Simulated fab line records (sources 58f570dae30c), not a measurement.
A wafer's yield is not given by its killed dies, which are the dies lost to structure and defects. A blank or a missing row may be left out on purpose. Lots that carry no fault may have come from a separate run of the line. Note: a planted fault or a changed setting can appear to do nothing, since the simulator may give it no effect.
Lot-split experiment	flow berkeley-cmos170	23 wafers read across 5 lots, on a route 331 steps long

## THE SPLIT
At UCB170_NSD_IMPLANT_08, the setting dose-cm2 was moved away from the recipe's 3e+15 on 10 of the 23 wafers read, by -6.8% to +4.2%. The other wafers ran this setting at the recipe's value.

## FROM THE SPLIT TO THE READING: what the file shows between them, 3 steps
- UCB170_NSD_STRIP_09: strips in O2
- UCB170_NSD_CLEAN_11: cleans in SPM, time 600 s
- UCB170_SDANNEAL_RTA_01: time 5 s

## THE READING
NSD_RS in ohm/sq, measured at UCB170_SDANNEAL_RS_MEAS_03 by four-point-probe. Fault-free wafers of this fab line usually give 37.27 ohm/sq, standard deviation 0.09 ohm/sq.

wafer	tool, chamber at the split	dose-cm2 as run	against the recipe	NSD_RS, ohm/sq	against lot-mates on the recipe
L074.2	implanter-01, 0	3e+15	recipe	37.22	-
L074.3	implanter-01, 0	3e+15	recipe	37.30	-
L074.4	implanter-01, 0	2.796e+15	-6.8%	38.45	+1.22
L074.5	implanter-01, 0	2.796e+15	-6.8%	38.38	+1.15
L074.6	implanter-01, 0	3e+15	recipe	37.18	-
L075.2	implanter-01, 0	3.113e+15	+3.8%	36.70	-0.61
L075.3	implanter-01, 0	3e+15	recipe	37.34	-
L075.4	implanter-01, 0	3e+15	recipe	37.27	-
L075.5	implanter-01, 0	3.113e+15	+3.8%	36.64	-0.67
L075.6	implanter-01, 0	3.113e+15	+3.8%	36.58	-0.73
L077.3	implanter-01, 0	3e+15	recipe	37.37	-
L077.4	implanter-01, 0	3e+15	recipe	37.19	-
L077.5	implanter-01, 0	3e+15	recipe	37.29	-
L080.1	implanter-01, 0	3e+15	recipe	37.38	-
L080.2	implanter-01, 0	3e+15	recipe	37.30	-
L080.3	implanter-01, 0	3e+15	recipe	37.35	-
L080.4	implanter-01, 0	3.063e+15	+2.1%	36.93	-0.41
L080.5	implanter-01, 0	3.063e+15	+2.1%	36.97	-0.37
L082.1	implanter-03, 0	3.125e+15	+4.2%	36.63	-0.73
L082.2	implanter-03, 0	3.125e+15	+4.2%	36.61	-0.75
L082.3	implanter-03, 0	3e+15	recipe	37.44	-
L082.5	implanter-03, 0	3.125e+15	+4.2%	36.62	-0.74
L082.6	implanter-03, 0	3e+15	recipe	37.29	-

THE FIT
A straight line over all 23 wafers: NSD_RS changes by -0.166 ohm/sq for each +1% of dose-cm2; r = -0.99; the points scatter about the line by 0.063 ohm/sq.
The same after taking each lot's own level away (the mean of its wafers on the recipe; 23 wafers): -0.176 ohm/sq for each +1%; r = -1.00; scatter 0.05 ohm/sq.
The reading moves by 1.2 ohm/sq for the largest change in dose-cm2, on that fit.
From 37.233 to 37.365 ohm/sq: that is the span of the lots' own levels, equal to 1.5 times the standard deviation above.
Hence the lot-to-lot level has little effect on the slope; both slopes agree.
Check: +1.18 ohm/sq against its lot-mates is what the line predicts for one of the wafers moved furthest among these (-6.8%) when that wafer is left out of the fit. Against them it came out at +1.22 ohm/sq.

## OTHER SPLITS ON THESE WAFERS
These wafers also went through other splits before the reading. Each is held against what the fit with the lots' levels taken away leaves over:
other split on the same wafers	wafers away from the commonest value	r with NSD_RS (lot level and that fit taken away)
UCB170_GATE_COAT_07 spin-rpm	5	-0.18
UCB170_NLDD_COAT_01 resist-thk-nm	4	-0.17
UCB170_SPACER_CVD_00 time-s	5	-0.04
UCB170_SPACER_ETCHBACK_03 time-s	6	-0.27
UCB170_NSD_PEB_04 peb-temp-c	10	-0.13

## THE WHOLE CHAIN: every reading that the file lists as answering this split, in the file's order
step	what it does	reading	change (the file's fit)	r (the file's)
UCB170_NSD_STRIP_09	strips in O2	strip-time-to-endpoint-s	withheld for each +1% of the setting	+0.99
UCB170_SDANNEAL_RS_MEAS_03	measures by four-point-probe	NSD_RS	-0.176 for each +1% of the setting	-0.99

## FILE'S OWN FIT
NSD_RS changes by -0.176 ohm/sq for each +1% of dose-cm2, r = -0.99.
